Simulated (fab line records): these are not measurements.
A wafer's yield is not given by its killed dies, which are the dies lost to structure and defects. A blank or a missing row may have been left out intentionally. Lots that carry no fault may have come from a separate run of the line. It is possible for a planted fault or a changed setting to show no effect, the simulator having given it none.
8D (eight disciplines) problem report, filled in by code ; flow berkeley-cmos170 ; the parts of the form that need people (team, actions taken, sign-off) are left out

## 1. THE ISSUE
Mean of strip-time-to-endpoint-s at UCB170_NWELL_STRIP_15: 15.92 s across 3 wafers in 3 lots; on wafers with no fault it is 18.03 s (standard deviation 0.12). That puts it -18 standard deviations away from the usual mean.
The step: strips in O2.
First observed at day 3 06:53: wafer L198.2, on plasma-asher-01. Wafers with a number at this step in the record: 45, from 15 lots. By rule, "out" or "out of limits" means more than 4 standard deviations away from the usual mean. All remaining wafers that have a number are taken as sound.

## 2. WHAT IT IS AND WHAT IT IS NOT
question;is;is not
which readings at this step;strip-time-to-endpoint-s;drypump-motor-current-A, o2-flow-sccm
which lots;L198, L199, L202;L195, L196, L197, L207, L209, L211, L212, L213, L214, L215, L216, L217
which wafers of those lots;L198.2, L199.3, L202.5;L198.1, L198.4, L199.1, L199.4, L202.3, L202.6
read on which tools;plasma-asher-01;plasma-asher-02, plasma-asher-03
when;from day 3 06:53;"up to then (11 sound wafers); but 31 sound wafers of L199, L202, L207, L209, L211, L212, L213, L214, L215, L216, L217 came after"

## 3. SUSPECTS, AND WHAT RULES EACH OUT
Counting: any tool at a process step up to the reading remains a suspect provided it ran every lot that is out. Sound lots after the first of them don't rule it out here, since some wafers of a struck lot are sound.
- rie-diel-01 at UCB170_NWELL_ETCH_13 (etches Si3N4 in CH3F/Ar/O2, stops on SiO2, target depth 246.4 nm, time 154 s): kept. Ran every lot that is out, first one L198 (day 3 06:38); last sound lot up to then L196 (day 2 23:25).
- plasma-asher-01 at UCB170_NWELL_STRIP_15 (strips in O2): kept. It ran every lot that is out, first L198 (day 3 06:53). Its own readings are out on those wafers: strip-time-to-endpoint-s.
- In rie-diel-01 at UCB170_NWELL_ETCH_13, the wafers that are out were processed in chamber 1 and their sound lot-mates in chambers 0, 2, 3.
After counting, rie-diel-01 at UCB170_NWELL_ETCH_13 and plasma-asher-01 at UCB170_NWELL_STRIP_15 remain.

## 4. THE CAUSE (what the simulator had put in)
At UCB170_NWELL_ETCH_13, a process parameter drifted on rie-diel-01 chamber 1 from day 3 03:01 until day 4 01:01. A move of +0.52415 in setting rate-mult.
After counting, 2 suspects remain, this tool included.

## 5. SEQUENCE OF EFFECTS, ordered by route
One row per reading whose mean, taken over the struck wafers that have a number, lies over 3 standard deviations from the usual. Readings are gone through only where the record gives a usual standard deviation; hours: the median, over the lots, of the time from a lot's start at the first step in this table giving one to that lot's start at this step; sigmas: the change measured in usual standard deviations.
hours;step;reading;usual;on struck wafers;change;sigmas
0;UCB170_NWELL_STRIP_15;strip-time-to-endpoint-s;18.03 s;15.92;-2.11;-18
Process steps it contains:
- UCB170_NWELL_STRIP_15: strips in O2.
Later measuring or inspecting steps at which every struck wafer that the step has a row for has a number for every such reading, and none has moved that far: UCB170_ACTIVE_CD_MEAS_13.

## 6. HOW IT WOULD HAVE BEEN CAUGHT EARLIER
4 hours passed between the start of the fault at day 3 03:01 and the first reading out of limits in this record, taken at day 3 06:53.
An alarm limit of 4 standard deviations would not have fired on the tool readings at UCB170_NWELL_ETCH_13 for which the record gives a usual standard deviation, since none of them was out on any struck wafer.
L199, L202, from the lots that are out (3), started UCB170_NWELL_ETCH_13 on rie-diel-01 later than day 3 06:53. A hold on the tool at that time would have spared those 2.
